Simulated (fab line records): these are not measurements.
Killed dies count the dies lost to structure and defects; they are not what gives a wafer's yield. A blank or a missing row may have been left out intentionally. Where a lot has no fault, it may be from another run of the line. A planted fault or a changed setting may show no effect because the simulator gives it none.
Split-lot study | flow rit_cmos | 23 wafers read across 5 lots, on a route 202 steps long

## THE SPLIT
At RIT_NWELL_COAT_01 (resist thk 1300 nm), the setting spin_rpm was moved away from the recipe's 2000 rpm on 5 of the 23 wafers read, by -2.4% to +5.8%. The other wafers ran this setting at the recipe's value.

## FROM THE SPLIT TO THE READING: what the file shows between them, 3 steps
- RIT_NWELL_SOFTBAKE_02: time 60 s
- RIT_NWELL_EXPOSE_03: exposes mask M2, target cd 43900 nm
- RIT_NWELL_DEVELOP_05: develop time 68 s

## THE READING
NOVOLAK_of_NWELL_COAT_01.thk_nm (the simulator's own value, which no gauge read), in nm, at RIT_NWELL_HARDBAKE_07 (time 120 s). The file does not state a usual value for it. Across the 18 wafers here that went through the recipe, the average is 1139 nm and the standard deviation 1.2 nm.

wafer  | tool, chamber at the split | spin_rpm as run, rpm | against the recipe | NOVOLAK_of_NWELL_COAT_01.thk_nm, nm | against lot-mates on the recipe
L075.1 | litho_track-01, 0          | 2000                 | recipe             | 1139                                | -
L075.2 | litho_track-01, 0          | 2000                 | recipe             | 1138                                | -
L075.3 | litho_track-01, 0          | 2000                 | recipe             | 1140                                | -
L075.5 | litho_track-01, 0          | 2000                 | recipe             | 1140                                | -
L075.6 | litho_track-01, 0          | 2000                 | recipe             | 1137                                | -
L077.1 | litho_track-01, 0          | 2000                 | recipe             | 1140                                | -
L077.4 | litho_track-01, 0          | 2000                 | recipe             | 1140                                | -
L077.6 | litho_track-01, 0          | 2000                 | recipe             | 1140                                | -
L077.2 | litho_track-01, 0          | 2000                 | recipe             | 1139                                | -
L077.3 | litho_track-01, 0          | 2000                 | recipe             | 1137                                | -
L079.1 | litho_track-02, 0          | 2000                 | recipe             | 1138                                | -
L079.3 | litho_track-02, 0          | 2117                 | +5.8%              | 1110                                | -28
L079.4 | litho_track-02, 0          | 2000                 | recipe             | 1139                                | -
L079.5 | litho_track-02, 0          | 2117                 | +5.8%              | 1108                                | -30
L079.6 | litho_track-02, 0          | 2117                 | +5.8%              | 1106                                | -32
L082.1 | litho_track-01, 0          | 2000                 | recipe             | 1140                                | -
L082.5 | litho_track-01, 0          | 2000                 | recipe             | 1140                                | -
L082.2 | litho_track-01, 0          | 2000                 | recipe             | 1141                                | -
L082.3 | litho_track-01, 0          | 1951                 | -2.4%              | 1154                                | +14
L082.6 | litho_track-01, 0          | 1951                 | -2.4%              | 1153                                | +13
L083.3 | litho_track-02, 0          | 2000                 | recipe             | 1142                                | -
L083.5 | litho_track-02, 0          | 2000                 | recipe             | 1139                                | -
L083.6 | litho_track-02, 0          | 2000                 | recipe             | 1139                                | -

THE FIT
A straight line over all 23 wafers: NOVOLAK_of_NWELL_COAT_01.thk_nm changes by -5.41 nm for each +1% of spin_rpm; r = -0.99; the points scatter about the line by 1.3 nm.
The same after taking each lot's own level away (the mean of its wafers on the recipe; 23 wafers): -5.24 nm for each +1%; r = -1.00; scatter 1.2 nm.
According to that fit, moving spin_rpm by its largest amount changes the reading by 31 nm.
From 1138.5 to 1140.3 nm: that is the span of the lots' own levels, equal to 1.5 times the standard deviation above.
The two slopes agree, so the slope changes little with the lot-to-lot level.
Check: -31.5 nm against its lot-mates is what the line predicts for one of the wafers moved furthest among these (+5.8%) when that wafer is left out of the fit. It came out at -28.5 nm against them.

## OTHER SPLITS APPLIED TO THESE WAFERS
Note: prior to the reading, these wafers also went through further splits. Each is held against what the fit with the lots' levels taken away leaves over:
other split on the same wafers  | wafers away from the commonest value | r with NOVOLAK_of_NWELL_COAT_01.thk_nm (lot level and that fit taken away)
RIT_ACTIVE_OXIDATION_01 temp_c  | 18                                   | +0.01
RIT_ACTIVE_COAT_06 spin_rpm     | 9                                    | +0.20
RIT_FOX1_OXIDATION_00 ox_time_s | 15                                   | +0.03

## THE WHOLE CHAIN: every reading that the file lists as answering this split, in the file's order
step                  | what it does       | reading                                                                          | change (the file's fit)              | r (the file's)
RIT_NWELL_COAT_01     | resist thk 1300 nm | NOVOLAK_of_NWELL_COAT_01.thk_nm (the simulator's own value, which no gauge read) | -6.08 nm for each +1% of the setting | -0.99
RIT_NWELL_HARDBAKE_07 | time 120 s         | NOVOLAK_of_NWELL_COAT_01.thk_nm (the simulator's own value, which no gauge read) | -5.24 nm for each +1% of the setting | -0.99

## THE FILE'S OWN FIT
NOVOLAK_of_NWELL_COAT_01.thk_nm changes by -5.24 nm for each +1% of spin_rpm, r = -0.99.
